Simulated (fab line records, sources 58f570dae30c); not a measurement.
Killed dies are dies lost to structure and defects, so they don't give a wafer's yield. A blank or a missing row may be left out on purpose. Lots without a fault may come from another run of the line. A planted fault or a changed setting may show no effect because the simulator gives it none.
Which tool did it? | flow berkeley_cmos170 | 14 lots, 42 wafers sampled, at 6 steps of a route of 331

WHAT THE GAUGES READ, wafer by wafer
UCB170_PVT_OVL_MEAS_06.
lot  | measured     | on         | PVT_OVL (nm)
L751 | day 6 02:43  | overlay-01 | 2 5 4
L754 | day 6 10:54  | overlay-02 | 8 6 5
L755 | day 7 06:13  | overlay-01 | 0 3 7
L756 | day 7 06:29  | overlay-01 | -1 -5 -5
L757 | day 7 19:25  | overlay-01 | 5 6 6
L760 | day 7 19:42  | overlay-01 | 11 11 9
L761 | day 9 04:15  | overlay-02 | 14 9 12
L764 | day 9 04:25  | overlay-02 | 3 7 7
L765 | day 9 22:06  | overlay-02 | 2 10 0
L766 | day 9 22:22  | overlay-02 | -6 3 -1
L769 | day 10 04:08 | overlay-01 | 6 4 6
L771 | day 10 21:58 | overlay-01 | 2 12 2
L773 | day 11 12:55 | overlay-02 | -7 0 -5
L772 | day 11 13:23 | overlay-01 | -1 0 0

UCB170_SDANNEAL_RS_MEAS_05: measures by four-point-probe.
lot  | measured     | on            | NLDD_RS (ohm/sq)
L751 | day 7 13:06  | film_metro-01 | 612.5 613.0 612.0
L754 | day 8 00:36  | film_metro-01 | 613.5 614.9 615.7
L755 | day 8 15:36  | film_metro-02 | 615.9 615.7 616.9
L756 | day 8 15:21  | film_metro-03 | 615.5 615.9 615.4
L757 | day 9 05:38  | film_metro-03 | 615.5 614.5 614.4
L760 | day 9 05:50  | film_metro-01 | 614.5 616.3 615.7
L761 | day 10 13:38 | film_metro-02 | 616.3 617.1 616.4
L764 | day 10 13:11 | film_metro-03 | 612.4 611.8 615.8
L765 | day 11 06:33 | film_metro-01 | 614.9 614.0 614.5
L766 | day 11 06:28 | film_metro-02 | 616.3 616.0 614.7
L769 | day 11 16:52 | film_metro-01 | 615.6 615.1 615.7
L771 | day 12 03:41 | film_metro-01 | 613.4 615.2 614.6
L773 | day 13 00:03 | film_metro-02 | 615.0 615.7 615.9
L772 | day 12 23:58 | film_metro-01 | 610.9 613.0 614.6

UCB170_M1_OVL_MEAS_10.
lot  | measured     | on         | M1_OVL (nm)
L751 | day 7 21:02  | overlay-01 | 1 -1 1
L754 | day 8 07:37  | overlay-02 | -1 1 -4
L755 | day 8 21:58  | overlay-02 | 8 1 -1
L756 | day 8 21:34  | overlay-02 | 4 6 5
L757 | day 9 12:03  | overlay-02 | -3 -5 -6
L760 | day 9 13:20  | overlay-02 | -3 -8 -6
L761 | day 10 20:29 | overlay-02 | 2 2 7
L764 | day 10 21:16 | overlay-02 | 10 2 1
L765 | day 11 14:34 | overlay-02 | -4 -6 -1
L766 | day 11 14:27 | overlay-01 | 6 2 2
L769 | day 12 00:26 | overlay-01 | 4 4 1
L771 | day 12 10:50 | overlay-01 | -1 0 -7
L773 | day 13 08:05 | overlay-02 | -4 -8 1
L772 | day 13 06:29 | overlay-01 | 2 13 10

UCB170_M3_CD_MEAS_90: target cd 700 nm.
lot  | measured     | on        | cd_nm (nm)
L751 | day 8 10:55  | cd_sem-01 | 695 695 694
L754 | day 8 19:38  | cd_sem-02 | 712 709 710
L755 | day 9 12:25  | cd_sem-01 | 693 693 692
L756 | day 9 12:33  | cd_sem-02 | 692 701 702
L757 | day 10 01:56 | cd_sem-02 | 708 694 693
L760 | day 10 04:22 | cd_sem-02 | 705 702 698
L761 | day 11 14:23 | cd_sem-01 | 694 692 691
L764 | day 11 14:30 | cd_sem-01 | 707 694 695
L765 | day 12 05:27 | cd_sem-01 | 693 690 717
L766 | day 12 04:23 | cd_sem-02 | 703 700 701
L769 | day 12 13:39 | cd_sem-01 | 720 722 723
L771 | day 12 23:19 | cd_sem-02 | 704 699 700
L773 | day 13 23:49 | cd_sem-01 | 695 696 698
L772 | day 13 23:48 | cd_sem-02 | 704 705 709

WHICH TOOL RAN EACH LOT (tool, then ch and the chambers of the sampled wafers, then the start)
lot  | UCB170_M3_METAL_ETCH_18           | UCB170_M3_STRIP_19
L751 | rie_metal-04 ch 0, day 8 10:38    | plasma_asher-04 ch 0, day 8 10:49
L754 | rie_metal-01 ch 0, day 8 19:20    | plasma_asher-03 ch 0,1, day 8 19:32
L755 | rie_metal-02 ch 0,1, day 9 12:09  | plasma_asher-01 ch 0,1, day 9 12:19
L756 | rie_metal-04 ch 0,1, day 9 12:16  | plasma_asher-03 ch 0,1, day 9 12:27
L757 | rie_metal-01 ch 0,1, day 10 01:39 | plasma_asher-04 ch 0,1, day 10 01:50
L760 | rie_metal-04 ch 0,1, day 10 04:03 | plasma_asher-03 ch 0,1, day 10 04:14
L761 | rie_metal-02 ch 1, day 11 13:59   | plasma_asher-03 ch 0,1, day 11 14:16
L764 | rie_metal-01 ch 0,1, day 11 14:12 | plasma_asher-01 ch 0,1, day 11 14:22
L765 | rie_metal-01 ch 0,1, day 12 05:09 | plasma_asher-04 ch 0,1, day 12 05:20
L766 | rie_metal-04 ch 0,1, day 12 04:06 | plasma_asher-01 ch 0,1, day 12 04:17
L769 | rie_metal-01 ch 0, day 12 13:20   | plasma_asher-01 ch 0,1, day 12 13:31
L771 | rie_metal-02 ch 0,1, day 12 23:01 | plasma_asher-03 ch 0,1, day 12 23:13
L773 | rie_metal-02 ch 1, day 13 23:28   | plasma_asher-04 ch 0,1, day 13 23:41
L772 | rie_metal-04 ch 0,1, day 13 23:31 | plasma_asher-03 ch 0,1, day 13 23:42
- UCB170_M3_METAL_ETCH_18: etches Al in Cl2/BCl3, stops on SiO2, target depth 1170 nm, time 195 s.
- UCB170_M3_STRIP_19: strips in O2.

WHAT THE TOOLS THEMSELVES READ (means of the sampled wafers that have a number; where no wafer has one, the mark that the record gives instead)
UCB170_M3_METAL_ETCH_18.
lot  | tool         | drypump_motor_current_A (A) | oes_product_au (a.u.) | throttle_valve_pct (%)
L751 | rie_metal-04 | 5.75                        | 0.867                 | 24.6
L754 | rie_metal-01 | 6.11                        | 0.871                 | 24.9
L755 | rie_metal-02 | 5.52                        | 0.865                 | 24.9
L756 | rie_metal-04 | 5.60                        | 0.860                 | 24.3
L757 | rie_metal-01 | 5.84                        | 0.870                 | 24.4
L760 | rie_metal-04 | 5.59                        | 0.858                 | 24.3
L761 | rie_metal-02 | 5.37                        | 0.866                 | 25.1
L764 | rie_metal-01 | 5.84                        | 0.864                 | 24.4
L765 | rie_metal-01 | 5.83                        | 0.915                 | 24.3
L766 | rie_metal-04 | 5.68                        | 0.869                 | 24.4
L769 | rie_metal-01 | 6.08                        | 1.014                 | 24.8
L771 | rie_metal-02 | 5.67                        | 0.854                 | 24.7
L773 | rie_metal-02 | 5.38                        | 0.868                 | 25.1
L772 | rie_metal-04 | 5.60                        | 0.860                 | 24.3

UCB170_M3_STRIP_19.
lot  | tool            | drypump_motor_current_A (A) | o2_flow_sccm (sccm) | oes_product_au (a.u.)
L751 | plasma_asher-04 | 6.0                         | 400.7               | 0.541
L754 | plasma_asher-03 | 5.4                         | 400.2               | 0.543
L755 | plasma_asher-01 | 5.2                         | 399.7               | 0.516
L756 | plasma_asher-03 | 5.7                         | 400.2               | 0.556
L757 | plasma_asher-04 | 5.8                         | 399.7               | 0.546
L760 | plasma_asher-03 | 5.7                         | 399.5               | 0.550
L761 | plasma_asher-03 | 5.7                         | 401.2               | 0.529
L764 | plasma_asher-01 | 5.4                         | 400.5               | 0.559
L765 | plasma_asher-04 | 5.9                         | 401.1               | 0.612
L766 | plasma_asher-01 | 5.4                         | 400.3               | 0.552
L769 | plasma_asher-01 | 5.4                         | 399.7               | 0.723
L771 | plasma_asher-03 | 5.5                         | 399.2               | 0.512
L773 | plasma_asher-04 | 5.8                         | 398.7               | 0.527
L772 | plasma_asher-03 | 5.5                         | 399.5               | 0.562

THE ANSWER, worked out from the rows above alone
Rule: what is usual is taken from the lots themselves. Put in order of their means at a reading, lots are off if they are a third of the lots or fewer, leave a main group of 4 or more, and stand apart from it by a gap of 3 or more times the standard deviation of the main group's means; of several such gaps the widest counts. A main group whose means are all the same, to the digits that the tables above print for the reading, isn't used. A lot without any number at a reading at which 4 lots or more have one is off too. The other lots that the step has rows for count as sound. The gauges are gone through in route order, then the tools' own readings, and for those a lot's mean is taken as printed above. The first step at which some lot is off is used, and at that step the reading that is off furthest; a lot without a number counts as furthest.
Off: L765, L769, at UCB170_M3_METAL_ETCH_18 (oes_product_au). The main group: mean 0.864 a.u., standard deviation 0.0051.
A tool fits if, at that step or a process step before it, it ran every lot that is off, and no sound lot after the first of them. One fits: rie_metal-01 at UCB170_M3_METAL_ETCH_18. Its last sound lot is L764 (day 11 14:12), its first lot that is off L765 (day 12 05:09): a fault that began between those two fits.
The tool's own readings at UCB170_M3_METAL_ETCH_18 bear it out: on the lots that are off they differ by more than 5 times the standard deviation of the sound lots' means. oes_product_au reads 0.965 a.u. there against 0.864 a.u. on the sound lots.

WHAT THE SIMULATOR HAD PUT IN
Process parameter drift: rie_metal-01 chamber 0, from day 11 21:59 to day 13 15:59, at UCB170_M3_METAL_ETCH_18. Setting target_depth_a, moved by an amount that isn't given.
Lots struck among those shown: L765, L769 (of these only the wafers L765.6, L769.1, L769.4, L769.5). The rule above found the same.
